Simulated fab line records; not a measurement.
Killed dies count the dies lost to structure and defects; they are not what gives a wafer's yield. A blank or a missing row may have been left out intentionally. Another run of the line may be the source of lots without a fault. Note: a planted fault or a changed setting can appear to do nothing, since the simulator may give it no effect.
Which tool was responsible? ; flow berkeleyCmos170 ; Sampling: 14 lots, 42 wafers, 5 of 331 route steps

== WHAT THE GAUGES READ, wafer by wafer ==
UCB170_NWELL_OVL_MEAS_12.
lot;measured;on;NWELL_OVL (nm)
L326;day 2 08:06;overlay-02;3 0 4
L327;day 2 18:37;overlay-02;-8 -7 -17
L328;day 3 01:30;overlay-02;0 2 -4
L329;day 3 02:07;overlay-01;12 13 7
L330;day 3 02:11;overlay-02;-2 -5 3
L333;day 3 23:59;overlay-02;5 8 5
L335;day 4 16:55;overlay-01;2 2 5
L340;day 5 08:55;overlay-01;1 2 4
L343;day 6 03:31;overlay-01;-10 -5 -9
L344;day 6 09:55;overlay-01;-5 2 -5
L345;day 6 18:19;overlay-02;-8 -12 -9
L347;day 6 18:28;overlay-01;4 -1 1
L346;day 6 22:29;overlay-01;10 6 10
L348;day 7 08:19;overlay-02;1 -2 0

UCB170_PFIELD_OVL_MEAS_06.
lot;measured;on;PFIELD_OVL (nm)
L326;day 5 00:50;overlay-01;6 3 5
L327;day 5 13:32;overlay-01;-1 -3 2
L328;day 5 13:16;overlay-02;2 2 0
L329;day 5 13:31;overlay-02;-4 -3 -5
L330;day 5 14:14;overlay-02;1 1 -4
L333;day 6 15:41;overlay-01;5 4 8
L335;day 7 06:55;overlay-02;7 3 -1
L340;day 7 23:55;overlay-02;2 -3 0
L343;day 8 14:00;overlay-02;4 -4 2
L344;day 8 13:53;overlay-01;2 6 -2
L345;day 9 08:55;overlay-02;5 7 4
L347;day 9 08:34;overlay-02;8 7 4
L346;day 9 08:46;overlay-02;2 3 6
L348;day 9 17:32;overlay-01;7 3 9

UCB170_PFIELD_TW_MEAS_09.
lot;measured;on;PFIELD_TW
L326;day 5 01:07;filmMetro-04;602 603 600
L327;day 5 13:51;filmMetro-02;615 614 610
L328;day 5 13:33;filmMetro-04;602 602 601
L329;day 5 13:49;filmMetro-02;614 609 612
L330;day 5 14:32;filmMetro-02;682 682 686
L333;day 6 15:58;filmMetro-04;673 669 671
L335;day 7 07:13;filmMetro-02;613 609 610
L340;day 8 00:13;filmMetro-02;610 613 614
L343;day 8 14:17;filmMetro-04;598 602 603
L344;day 8 14:11;filmMetro-01;611 614 611
L345;day 9 09:12;filmMetro-02;615 615 616
L347;day 9 08:50;filmMetro-02;621 618 618
L346;day 9 09:03;filmMetro-02;617 618 618
L348;day 9 17:50;filmMetro-04;598 595 598

== WHAT TOOL EACH LOT RAN ON (gives the tool, then ch and the chambers of the sampled wafers, and finally the start) ==
lot;UCB170_PWELL_ETCH_14;UCB170_PFIELD_IMPLANT_07
L326;rieDiel-03 ch 0,2,3, day 3 04:04;implanter-02 ch 0, day 5 00:53
L327;rieDiel-03 ch 0,3, day 3 20:03;implanter-04 ch 0, day 5 13:34
L328;rieDiel-04 ch 0,1,3, day 3 19:52;implanter-03 ch 0, day 5 13:18
L329;rieDiel-02 ch 1,2, day 3 20:19;implanter-03 ch 0, day 5 13:35
L330;rieDiel-04 ch 0,1, day 4 03:59;implanter-03 ch 0, day 5 14:19
L333;rieDiel-02 ch 1,2, day 5 00:35;implanter-03 ch 0, day 6 15:44
L335;rieDiel-03 ch 0,3, day 5 12:49;implanter-04 ch 0, day 7 07:01
L340;rieDiel-02 ch 1,2,3, day 6 09:02;implanter-04 ch 0, day 7 23:59
L343;rieDiel-03 ch 1,2,3, day 7 02:22;implanter-02 ch 0, day 8 14:02
L344;rieDiel-04 ch 0,1,3, day 7 02:41;implanter-04 ch 0, day 8 13:56
L345;rieDiel-02 ch 0,3, day 7 17:41;implanter-02 ch 0, day 9 08:58
L347;rieDiel-02 ch 0,3, day 7 17:58;implanter-02 ch 0, day 9 08:35
L346;rieDiel-04 ch 0,2,3, day 7 17:53;implanter-04 ch 0, day 9 08:50
L348;rieDiel-03 ch 0,2, day 8 05:02;implanter-03 ch 0, day 9 17:35
- UCB170_PWELL_ETCH_14: etches Si3N4 in CH3F/Ar/O2, stops on SiO2, target depth 242 nm, time 151 s.
- UCB170_PFIELD_IMPLANT_07

== WHAT THE TOOLS THEMSELVES READ (means of the sampled wafers that have a number; where no wafer has one, the mark that the record gives instead) ==
UCB170_PWELL_ETCH_14.
lot;tool;drypumpMotorCurrentA (A);oesProductAu (a.u.);throttleValvePct (%)
L326;rieDiel-03;5.6;0.953;8.06
L327;rieDiel-03;5.8;0.933;8.07
L328;rieDiel-04;5.7;0.922;8.03
L329;rieDiel-02;5.3;0.929;8.12
L330;rieDiel-04;5.8;0.926;8.04
L333;rieDiel-02;5.3;0.935;8.12
L335;rieDiel-03;5.8;0.930;8.08
L340;rieDiel-02;5.4;0.944;8.14
L343;rieDiel-03;5.7;0.948;8.09
L344;rieDiel-04;5.7;0.925;8.03
L345;rieDiel-02;6.1;0.957;8.06
L347;rieDiel-02;6.1;0.947;8.07
L346;rieDiel-04;5.5;0.938;8.07
L348;rieDiel-03;5.6;0.942;8.13

UCB170_PFIELD_IMPLANT_07.
lot;tool;doseIonsCm2;faradayCurrentUA
L326;implanter-02;2.0001e+13;63.8
L327;implanter-04;2.0029e+13;63.7
L328;implanter-03;1.9996e+13;63.2
L329;implanter-03;2.0019e+13;63.0
L330;implanter-03;2.8398e+13;90.8
L333;implanter-03;2.8390e+13;89.4
L335;implanter-04;1.9996e+13;63.1
L340;implanter-04;1.9970e+13;62.6
L343;implanter-02;2.0012e+13;63.7
L344;implanter-04;2.0008e+13;63.7
L345;implanter-02;1.9992e+13;64.4
L347;implanter-02;2.0005e+13;63.2
L346;implanter-04;1.9995e+13;62.6
L348;implanter-03;2.0012e+13;62.8

== THE ANSWER, worked out from the rows above alone ==
Rule: usual is defined by the lots themselves. The widest of any qualifying gaps counts: lots, ordered by their means at a reading, are off when they make up no more than a third of the lots, leave a main group of 4 or more, and stand apart from it by 3 or more times the standard deviation of that group's means. The tables above print the reading to a certain number of digits; a main group whose means all agree to those digits is not used. A lot without any number at a reading at which 4 lots or more have one is off too. Any other lot the step has rows for is counted as sound. Order of review: gauges by route order, followed by the tools' own readings, for which a lot's mean as printed above is used. At the first step where some lot is off, the reading lying furthest off is the one used; lots without a number count as furthest.
Off: at UCB170_PFIELD_TW_MEAS_09 (PFIELD_TW), L330, L333. For the main group the mean is 609 and the standard deviation 6.9.
A tool fits if, at a process step before that reading, it ran every lot that is off, and no sound lot after the first of them. Not tried: the gauges at UCB170_PFIELD_TW_MEAS_09; whatever is off there is also off at UCB170_PFIELD_IMPLANT_07, on other tools, and gauge error can't account for it. No candidate that was tried fits.

== WHAT WAS PUT IN BY THE SIMULATOR ==
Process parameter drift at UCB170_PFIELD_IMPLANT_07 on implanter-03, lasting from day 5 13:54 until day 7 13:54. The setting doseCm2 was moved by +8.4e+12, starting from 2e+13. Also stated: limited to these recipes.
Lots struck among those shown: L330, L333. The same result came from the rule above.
